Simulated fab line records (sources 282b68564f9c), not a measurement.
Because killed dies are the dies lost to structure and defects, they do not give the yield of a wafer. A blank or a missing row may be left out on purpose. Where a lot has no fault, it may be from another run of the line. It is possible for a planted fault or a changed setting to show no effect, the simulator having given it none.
Matching of chambers ; flow rit_cmos ; pecvd-01 running RIT_CONTACT_CVD_00: 3 sister chambers
The step deposits SiO2 from TEOS, target thk 400 nm, time 61 s. 3 wafers are shown with their chamber, then 7 later ones without.

== EACH WAFER AND ITS CHAMBER ==
wafer;chamber;heater_power_w (W)
L474.5;2;350
L474.6;0;278
L477.4;1;323

== WAFERS WITH NO CHAMBER GIVEN ==
wafer;heater_power_w (W)
L477.6;334
L480.1;313
L480.3;293
L480.5;326
L483.1;373
L483.4;311
L483.5;314

== THE CHAMBER EACH PASSED THROUGH ==
wafer;from the rows above;in truth
L477.6;can't be placed: 1 or 2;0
L480.1;can't be placed: 1 or 0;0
L480.3;can't be placed: 0 or 1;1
L480.5;can't be placed: 1 or 2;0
L483.1;2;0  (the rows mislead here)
L483.4;can't be placed: 1 or 0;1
L483.5;1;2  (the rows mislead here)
0 of 7 placed correctly. Not placeable from these rows: 5 (in 3, the candidates include the true chamber). Wrongly placed: 2.
How it was worked out, from the rows above alone: a wafer's distance from a chamber is the root of the sum, over the readings, of the square of ((its reading less the chamber's mean) divided by the reading's scatter). The wafer belongs to the nearest chamber; if the next one is less than 2 further off, it can't be placed. The mean given for a chamber averages the wafers shown for that chamber. The scatter: root of mean squared gap, hidden wafer to nearest shown wafer, with one shown wafer a chamber.
